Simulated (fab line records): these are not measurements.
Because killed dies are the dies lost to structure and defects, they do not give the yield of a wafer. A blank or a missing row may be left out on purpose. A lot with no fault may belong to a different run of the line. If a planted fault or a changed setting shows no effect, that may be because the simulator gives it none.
fab line records ; flow rit_cmos
[record] lots = 14; wafers = 42; last_day = 7
route steps=202 shown M1@195
lots untouched by any fault: they come from a run of this same line in which no faults occurred
start_h: hours from the record's opening day to when the first of the lot's shown wafers began ; wait_h: hours from the lot's prior step to this one ; " as in the row above ; L1.1+2: a row that stands for several wafers ; - either no value or no given start ; * or withheld: withheld ; < > ~ a bound
route shown NAME@n: names a module that has steps shown in the file, with the first one's number in the route ; usual: mean/standard deviation of fault-free wafers ; same: alike in all rows ; chamber/n: place in a boat ; sites: the reading at each site ; _std_site: standard deviation across them ; _edge_site: outer sites' mean less inner sites' ; radius_mm: for every site, how far away it sits from the centre of the wafer ; mask NAME#n: copy n ; behind: tool/chamber where the wafer was last shaped ; hold: the reason the lot was held/the length of the hold in hours/how it ended ; device: names the non-switching transistor (n, p or np) ; end of line: tests run on the same wafers once the route is complete ; a step with no rows: only its recipe ; killed: the dies lost at the first sort to structure and to defects; this is not the yield of the wafer ; map: dies across one wafer; x = killed, . = not, _ = none there
set.NAME: the setting the step ran with; set.NAME@STEP: the setting that earlier step ran with ; model.NAME: the simulator's own value behind a step, which no gauge read
route steps across a sampled set of lots; one table per step, one row per wafer
[[steps]]
[step RIT_M1_HARDBAKE_11]
[recipe] resist = NOVOLAK; temp_c = 140; time_s = 120
[usual] chill_plate_temp_C = 23.00/0.11; heater_power_total_W = 52.03/0.064; plate_temp_C = 139.97/0.15
lot.wafer;tool;chamber;start_h;wait_h;chill_plate_temp_C;heater_power_total_W;plate_temp_C
L412.2;litho_track-04;0;58.71;0.1;23.02;51.96;139.96
L412.5;litho_track-04;0;58.71;0.1;22.92;52.10;140.02
L412.6;litho_track-04;0;58.71;0.1;22.82;52.04;139.72
L413.2;litho_track-01;0;64.51;0.1;22.95;51.92;140.28
L413.3;litho_track-01;0;64.51;0.1;22.94;52.11;140.12
L413.5;litho_track-01;0;64.51;0.1;22.90;52.08;140.06
L414.2;litho_track-01;0;67.44;0.1;23.02;52.12;139.98
L414.3;litho_track-01;0;67.44;0.1;23.16;52.06;139.70
L414.6;litho_track-01;0;67.44;0.1;23.06;51.97;139.82
L416.1;litho_track-04;0;78.17;0.1;23.08;52.04;139.94
L416.3;litho_track-04;0;78.17;0.1;23.08;52.16;140.06
L416.6;litho_track-04;0;78.17;0.1;22.87;52.00;140.18
L417.2;litho_track-02;0;81.86;0.1;22.98;52.06;139.87
L417.5;litho_track-02;0;81.86;0.1;22.74;52.01;139.77
L417.6;litho_track-02;0;81.86;0.1;23.03;52.06;140.10
L418.1;litho_track-01;0;85.03;0.2;23.07;51.99;140.00
L418.3;litho_track-01;0;85.03;0.2;23.04;52.03;139.93
L418.5;litho_track-01;0;85.03;0.2;22.98;52.00;140.21
L419.1;litho_track-01;0;93.44;0.0;22.94;51.90;139.81
L419.2;litho_track-01;0;93.44;0.0;22.85;51.95;140.00
L419.6;litho_track-01;0;93.44;0.0;22.78;51.98;140.13
L420.3;litho_track-01;0;95.35;0.1;22.81;52.05;140.24
L420.5;litho_track-01;0;95.35;0.1;23.13;51.91;140.13
L420.6;litho_track-01;0;95.35;0.1;23.05;52.04;139.99
L422.2;litho_track-04;0;109.86;0.1;22.93;51.95;139.84
L422.4;litho_track-04;0;109.86;0.1;23.20;52.08;140.12
L422.5;litho_track-04;0;109.86;0.1;23.13;52.08;139.77
L426.4;litho_track-01;0;125.41;0.1;22.86;42.77;120.60
L426.5;litho_track-01;0;125.41;0.1;23.01;42.79;120.45
L426.6;litho_track-01;0;125.41;0.1;23.03;42.77;120.45
L427.1;litho_track-01;0;128.70;0.0;22.76;42.74;120.67
L427.5;litho_track-01;0;128.70;0.0;22.91;42.79;120.79
L427.6;litho_track-01;0;128.70;0.0;22.81;42.70;120.75
L431.1;litho_track-02;0;151.28;0.0;22.89;52.02;139.73
L431.3;litho_track-02;0;151.28;0.0;22.94;52.01;140.00
L431.5;litho_track-02;0;151.28;0.0;22.83;52.09;139.77
L433.3;litho_track-02;0;161.76;0.1;23.13;52.10;139.69
L433.5;litho_track-02;0;161.76;0.1;22.96;51.95;139.77
L433.6;litho_track-02;0;161.76;0.1;23.01;52.00;140.00
L435.3;litho_track-04;0;174.56;0.1;22.89;52.09;140.01
L435.4;litho_track-04;0;174.56;0.1;23.01;52.07;139.95
L435.6;litho_track-04;0;174.56;0.1;22.98;51.99;139.99
[step RIT_M1_PROBE_99]
[usual] defect_limited_yield = 97.4/1.1; killed_at_M0_to_M3 = 0.0/0.2; killed_at_contacts = 0.1/0.32; killed_at_front_end = 6.7/2.9; killed_dies = 6.8/2.9; killed_open = 3.3/1.7; killed_short = 3.4/2.1; sort_bin_3_pad_short = 0.1/0.2; sort_bin_5_function = 1.5/0.76; sort_bin_6_memory = 1.0/0.65; sort_n_pass = 257.2/2.9; sort_yield_pct = 97.4/1.1
[same] gross_dies = 264; killed_at_M4_up = 0; killed_at_back_side = 0; killed_at_other = 0
lot.wafer;tool;chamber;start_h;wait_h;defect_limited_yield[%];killed_at_M0_to_M3;killed_at_contacts;killed_at_front_end;killed_dies;killed_open;killed_short;sort_bin_3_pad_short[%];sort_bin_5_function[%];sort_bin_6_memory[%];sort_n_pass;sort_yield_pct[%]
L412.2;prober-02;-;61.22;0.1;99.6;0;0;1;1;0;1;0;0.4;0;263.0;99.6
L412.5;prober-02;-;61.37;0.2;98.5;0;0;4;4;2;2;0;1.1;0.4;260.0;98.5
L412.6;prober-02;-;61.42;0.2;97.7;0;0;6;6;3;3;0;1.5;0.8;258.0;97.7
L413.2;prober-01;-;68.72;0.1;98.1;0;0;5;5;3;2;0;1.9;0;259.0;98.1
L413.3;prober-01;-;68.77;0.2;96.2;0;0;10;10;6;4;0.4;0.8;2.7;254.0;96.2
L413.5;prober-01;-;68.87;0.2;97.3;0;0;7;7;1;6;0;1.5;1.1;257.0;97.3
L414.2;prober-02;-;72.90;0.1;97.0;0;1;7;8;2;6;0.4;1.9;0.8;256.0;97.0
L414.3;prober-02;-;72.95;0.2;97.7;0;0;6;6;3;3;0.4;1.5;0.4;258.0;97.7
L414.6;prober-02;-;73.10;0.2;97.0;0;1;7;8;5;3;0.4;2.3;0.4;256.0;97.0
L416.1;prober-02;-;81.03;0.1;97.3;0;0;7;7;3;4;0.4;2.3;0;257.0;97.3
L416.3;prober-02;-;81.13;0.2;97.3;0;0;7;7;4;3;0;1.5;1.1;257.0;97.3
L416.6;prober-02;-;81.28;0.2;97.7;0;0;6;6;4;2;0;1.5;0.8;258.0;97.7
L417.2;prober-01;-;84.63;0.1;97.0;0;0;8;8;4;4;0;2.3;0.8;256.0;97.0
L417.5;prober-01;-;84.78;0.2;97.0;0;0;8;8;5;3;0;1.9;1.1;256.0;97.0
L417.6;prober-01;-;84.83;0.2;95.8;0;0;11;11;6;5;0;3.0;1.1;253.0;95.8
L418.1;prober-02;-;87.53;0.1;98.5;0;1;3;4;3;1;0;0;1.5;260.0;98.5
L418.3;prober-02;-;87.63;0.2;96.2;0;0;10;10;7;3;0;1.9;1.9;254.0;96.2
L418.5;prober-02;-;87.73;0.2;98.5;0;0;4;4;2;2;0.4;0.8;0.4;260.0;98.5
L419.1;prober-01;-;96.93;0.1;98.5;0;0;4;4;3;1;0;1.1;0.4;260.0;98.5
L419.2;prober-01;-;96.98;0.1;97.7;0;0;6;6;4;2;0;2.3;0;258.0;97.7
L419.6;prober-01;-;97.18;0.2;97.7;0;0;6;6;3;3;0;1.5;0.8;258.0;97.7
L420.3;prober-02;-;98.53;0.2;97.7;0;0;6;6;4;2;0;1.5;0.8;258.0;97.7
L420.5;prober-02;-;98.63;0.2;96.2;0;0;10;10;4;6;0;1.5;2.3;254.0;96.2
L420.6;prober-02;-;98.68;0.2;95.5;0;2;10;12;2;10;0.8;1.5;2.3;252.0;95.5
L422.2;prober-02;-;112.83;0.1;96.2;0;0;10;10;2;8;0;1.9;1.9;254.0;96.2
L422.4;prober-02;-;112.93;0.2;98.1;0;0;5;5;3;2;0;1.1;0.8;259.0;98.1
L422.5;prober-02;-;112.98;0.2;97.3;0;0;7;7;4;3;0;1.9;0.8;257.0;97.3
L426.4;prober-02;-;128.59;0.2;98.1;0;0;5;5;3;2;0;1.1;0.8;259.0;98.1
L426.5;prober-02;-;128.64;0.2;98.9;0;0;3;3;1;2;0;0.4;0.8;261.0;98.9
L426.6;prober-02;-;128.69;0.2;96.2;0;0;10;10;5;5;0;1.9;1.9;254.0;96.2
L427.1;prober-01;-;131.40;0.1;98.9;0;0;3;3;3;0;0;1.1;0;261.0;98.9
L427.5;prober-01;-;131.60;0.2;97.0;0;1;7;8;5;3;0;1.9;1.1;256.0;97.0
L427.6;prober-01;-;131.65;0.2;97.7;0;0;6;6;3;3;0;1.9;0.4;258.0;97.7
L431.1;prober-01;-;154.34;0.1;97.3;1;0;6;7;2;4;0.4;0.8;1.5;257.0;97.3
L431.3;prober-01;-;154.44;0.2;96.6;0;0;9;9;3;6;0.4;1.9;1.1;255.0;96.6
L431.5;prober-01;-;154.54;0.2;96.6;1;0;8;9;5;4;0;2.7;0.8;255.0;96.6
L433.3;prober-01;-;165.17;0.2;97.0;0;1;7;8;2;6;0;0.8;2.3;256.0;97.0
L433.5;prober-01;-;165.27;0.2;97.3;0;0;7;7;2;5;0.4;1.5;0.8;257.0;97.3
L433.6;prober-01;-;165.32;0.2;98.5;0;0;4;4;2;2;0;1.1;0.4;260.0;98.5
L435.3;prober-01;-;177.24;0.2;97.7;0;0;6;6;4;2;0;1.5;0.8;258.0;97.7
L435.4;prober-01;-;177.29;0.2;98.9;0;0;3;3;2;1;0;0.8;0.4;261.0;98.9
L435.6;prober-01;-;177.39;0.2;97.3;0;0;7;7;2;5;0;1.1;1.5;257.0;97.3
// killed by level:class
L412.2 GATE:geometric_particle:short=1
L412.5 FOX2:geometric_particle:short=2 FOX2:geometric_particle:open=1 SPACER:geometric_particle:open=1
L412.6 GATE:geometric_particle:open=2 GATE:geometric_particle:short=2 FOX2:geometric_particle:short=1 REOX:geometric_particle:open=1
L413.2 SPACER:geometric_particle:open=2 GATE:geometric_particle:open=1 GATE:geometric_particle:short=1 SPACER:geometric_particle:short=1
L413.3 SPACER:geometric_particle:open=3 ACTIVE:geometric_particle:open=1 FOX1:geometric_particle:short=1 FOX1:geometric_particle:open=1 GATE:geometric_particle:open=1 GATE:geometric_particle:short=1 REOX:geometric_particle:short=1 SILICIDE:geometric_particle:short=1
L413.5 GATE:geometric_particle:short=3 FOX1:geometric_particle:short=2 SPACER:geometric_particle:open=1 SILICIDE:geometric_particle:short=1
L414.2 SILICIDE:geometric_particle:short=3 FOX1:geometric_particle:short=2 GATE:geometric_particle:short=1 REOX:geometric_particle:open=1 CONTACT:geometric_particle:open=1
L414.3 GATE:geometric_particle:short=2 FOX2:geometric_particle:short=1 GATE:geometric_particle:open=1 REOX:geometric_particle:open=1 SILICIDE:geometric_particle:open=1
L414.6 REOX:geometric_particle:open=3 FOX1:geometric_particle:short=1 GATE:geometric_particle:short=1 REOX:geometric_particle:short=1 SILICIDE:geometric_particle:open=1 CONTACT:geometric_particle:open=1
L416.1 FOX1:geometric_particle:short=2 FOX2:geometric_particle:short=1 FOX1:geometric_particle:open=1 FOX2:geometric_particle:open=1 SPACER:geometric_particle:open=1 SILICIDE:geometric_particle:short=1
L416.3 REOX:geometric_particle:open=2 FOX1:geometric_particle:short=1 FOX1:geometric_particle:open=1 GATE:geometric_particle:open=1 GATE:geometric_particle:short=1 REOX:geometric_particle:short=1
L416.6 SILICIDE:geometric_particle:short=2 SILICIDE:geometric_particle:open=2 FOX1:geometric_particle:open=1 REOX:geometric_particle:open=1
L417.2 FOX1:geometric_particle:open=2 FOX1:geometric_particle:short=2 GATE:geometric_particle:short=2 SILICIDE:geometric_particle:open=2
L417.5 GATE:geometric_particle:open=3 FOX1:geometric_particle:short=1 FOX1:geometric_particle:open=1 SILICIDE:geometric_particle:open=1 GATE:geometric_particle:short=1 REOX:geometric_particle:short=1
L417.6 GATE:geometric_particle:open=5 GATE:geometric_particle:short=2 SILICIDE:geometric_particle:short=2 FOX1:geometric_particle:open=1 REOX:geometric_particle:short=1
L418.1 GATE:geometric_particle:short=1 GATE:geometric_particle:open=1 SILICIDE:geometric_particle:open=1 CONTACT:geometric_particle:open=1
L418.3 GATE:geometric_particle:open=5 GATE:geometric_particle:short=2 REOX:geometric_particle:open=1 REOX:geometric_particle:short=1 SPACER:geometric_particle:open=1
L418.5 GATE:geometric_particle:short=2 FOX1:geometric_particle:open=1 SPACER:geometric_particle:open=1
L419.1 GATE:geometric_particle:open=3 FOX2:geometric_particle:short=1
L419.2 GATE:geometric_particle:open=2 FOX1:geometric_particle:open=1 FOX1:geometric_particle:short=1 SPACER:geometric_particle:short=1 SPACER:geometric_particle:open=1
L419.6 FOX1:geometric_particle:short=1 REOX:geometric_particle:open=1 SPACER:geometric_particle:open=1 SPACER:geometric_particle:short=1 SILICIDE:geometric_particle:short=1 SILICIDE:geometric_particle:open=1
L420.3 FOX2:geometric_particle:open=1 GATE:geometric_particle:short=1 REOX:geometric_particle:open=1 SPACER:geometric_particle:short=1 SPACER:geometric_particle:open=1 SILICIDE:geometric_particle:open=1
L420.5 SPACER:geometric_particle:short=4 GATE:geometric_particle:short=2 SPACER:geometric_particle:open=2 REOX:geometric_particle:open=1 SILICIDE:geometric_particle:open=1
L420.6 REOX:geometric_particle:short=3 SPACER:geometric_particle:short=3 FOX1:geometric_particle:short=1 GATE:geometric_particle:short=1 REOX:geometric_particle:open=1 SILICIDE:geometric_particle:short=1 CONTACT:geometric_particle:open=1 CONTACT:geometric_particle:short=1
L422.2 GATE:geometric_particle:short=5 FOX2:geometric_particle:short=3 GATE:geometric_particle:open=1 SILICIDE:geometric_particle:open=1
L422.4 FOX1:geometric_particle:open=2 GATE:geometric_particle:short=2 SILICIDE:geometric_particle:open=1
L422.5 GATE:geometric_particle:short=2 GATE:geometric_particle:open=2 SILICIDE:geometric_particle:open=2 FOX1:geometric_particle:short=1
L426.4 GATE:geometric_particle:open=2 REOX:geometric_particle:short=1 SILICIDE:geometric_particle:open=1 SILICIDE:geometric_particle:short=1
L426.5 GATE:geometric_particle:short=1 REOX:geometric_particle:short=1 REOX:geometric_particle:open=1
L426.6 GATE:geometric_particle:open=3 GATE:geometric_particle:short=3 FOX2:geometric_particle:open=2 FOX1:geometric_particle:short=1 SPACER:geometric_particle:short=1
L427.1 FOX2:geometric_particle:open=1 GATE:geometric_particle:open=1 SILICIDE:geometric_particle:open=1
L427.5 GATE:geometric_particle:open=2 REOX:geometric_particle:short=2 FOX1:geometric_particle:open=1 GATE:geometric_particle:short=1 SILICIDE:geometric_particle:open=1 CONTACT:geometric_particle:open=1
L427.6 REOX:geometric_particle:short=2 SPACER:geometric_particle:open=2 FOX1:geometric_particle:open=1 SPACER:geometric_particle:short=1
L431.1 FOX2:geometric_particle:short=2 GATE:geometric_particle:short=2 GATE:geometric_particle:open=1 FOX2:geometric_particle:open=1 M1:coat_microbubble_printed=1
L431.3 FOX1:geometric_particle:short=2 GATE:geometric_particle:short=2 FOX1:geometric_particle:open=1 FOX2:geometric_particle:short=1 GATE:geometric_particle:open=1 SPACER:geometric_particle:open=1 SILICIDE:geometric_particle:short=1
L431.5 FOX2:geometric_particle:short=2 SILICIDE:geometric_particle:open=2 FOX2:geometric_particle:open=1 GATE:geometric_particle:open=1 GATE:geometric_particle:short=1 SPACER:geometric_particle:open=1 M1:geometric_particle:short=1
L433.3 GATE:geometric_particle:short=3 FOX1:geometric_particle:short=2 GATE:geometric_particle:open=1 REOX:geometric_particle:open=1 CONTACT:geometric_particle:short=1
L433.5 GATE:geometric_particle:short=2 REOX:geometric_particle:short=2 FOX2:geometric_particle:short=1 GATE:geometric_particle:open=1 SPACER:geometric_particle:open=1
L433.6 GATE:geometric_particle:short=2 FOX2:geometric_particle:open=1 GATE:geometric_particle:open=1
L435.3 SPACER:geometric_particle:open=2 FOX2:geometric_particle:open=1 GATE:geometric_particle:short=1 REOX:geometric_particle:open=1 SPACER:geometric_particle:short=1
L435.4 FOX2:geometric_particle:open=1 REOX:geometric_particle:short=1 SPACER:geometric_particle:open=1
L435.6 FOX1:geometric_particle:short=3 FOX2:geometric_particle:open=1 GATE:geometric_particle:short=1 SPACER:geometric_particle:open=1 SILICIDE:geometric_particle:short=1
[[key]]
[first_sign] step = RIT_M1_HARDBAKE_11; reading = heater_power_total_W; direction = down; sigmas = 99+; usual = 52.03; struck = 42.76
[effect] step = RIT_M1_HARDBAKE_11; reading = plate_temp_C; direction = down; sigmas = 99+; usual = *; struck = *
met_at RIT_M1_HARDBAKE_11
struck_lots L426,L427
onset_between 95.35 125.41
[fault] kind = process_parameter_drift; tool = litho_track-01; chamber = -; onset_h = 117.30; steps = RIT_M1_HARDBAKE_11; channel = temp_c; offset = *; shape = step; end_h = 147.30; acts_in = *; stated = *
